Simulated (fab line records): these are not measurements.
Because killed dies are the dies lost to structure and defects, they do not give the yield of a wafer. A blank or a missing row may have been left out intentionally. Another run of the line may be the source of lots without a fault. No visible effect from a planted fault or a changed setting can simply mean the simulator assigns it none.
Code-filled problem report in 8D (eight disciplines) form    flow ritCmos    the parts of the form that need people (team, actions taken, sign-off) are left out

== 1. THE ISSUE ==
Mean CONTACT_TEOS_THK at RIT_CONTACT_THK_MEAS_01: 152 nm over 4 wafers in 2 lots; fault-free wafers: 400 nm, standard deviation 5.7. That is -44 standard deviations from the usual mean.
First seen on wafer L625.2, day 6 05:07, on filmMetro-02. The record has a number at this step for 12 wafers belonging to 4 lots. By rule, "out" or "out of limits" means more than 4 standard deviations away from the usual mean. Any other wafer with a number is counted as sound.

== 2. WHAT THIS IS AND IS NOT ==
question                     is                              is not
which readings at this step  CONTACT_TEOS_THK                -
which lots                   L625, L628                      L613, L632
which wafers of those lots   L625.2, L625.5, L628.2, L628.5  L625.4, L628.4
read on which gauges         filmMetro-02, filmMetro-04      -
when                         from day 6 05:07                up to then (4 sound wafers); but 4 sound wafers of L628, L632 came after

== 3. WHAT RULES OUT EACH SUSPECT ==
Counting: any tool at a process step up to the reading remains a suspect provided it ran every lot that is out. Sound lots after the first of them don't rule it out here, since some wafers of a struck lot are sound.
- ruled out: the gauge at RIT_CONTACT_THK_MEAS_01. The wafers that are out were read on 2 gauges (filmMetro-02, filmMetro-04).
- pecvd-04 at RIT_CONTACT_CVD_00 (deposits SiO2 from TEOS, target thk 400 nm, time 61 s): kept. It processed each lot that is out (first: L625, day 6 05:03); up to then, its last sound lot is L613 (day 3 17:54).
- The sound lot-mates ran in chamber 2 of pecvd-04 at RIT_CONTACT_CVD_00, but the wafers that are out ran in chamber 0.
Left after counting: pecvd-04 at RIT_CONTACT_CVD_00.

== 4. THE CAUSE (what the simulator had put in) ==
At RIT_CONTACT_CVD_00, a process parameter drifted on pecvd-04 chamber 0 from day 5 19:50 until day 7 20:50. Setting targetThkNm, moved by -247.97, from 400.
Only this tool survived the counting.

== 5. SEQUENCE OF EFFECTS, ordered by route ==
Each row: a reading where the mean over the struck wafers with a number is more than 3 standard deviations away from the usual. Only readings for which the record gives a usual standard deviation are gone through. hours: the time from each lot's start at the first step in this table that gives one to its start at this step, as a median over the lots. sigmas: the change in usual standard deviations.
hours  step                     reading           usual   on struck wafers  change  sigmas
0      RIT_CONTACT_THK_MEAS_01  CONTACT_TEOS_THK  400 nm  152               -248    -44

== 6. WHAT WOULD HAVE CAUGHT IT SOONER ==
In this record the first reading out of limits at a measuring or inspecting step was taken at day 6 05:07, 9 hours after the fault began at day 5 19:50.
No tool reading at RIT_CONTACT_CVD_00 that has a usual standard deviation in the record was out on any struck wafer, so an alarm limit of 4 standard deviations on those readings would not have fired.
Of the lots that are out (2), L628 began RIT_CONTACT_CVD_00 on pecvd-04 after day 6 05:07. It would have been spared by a hold on the tool at that moment.
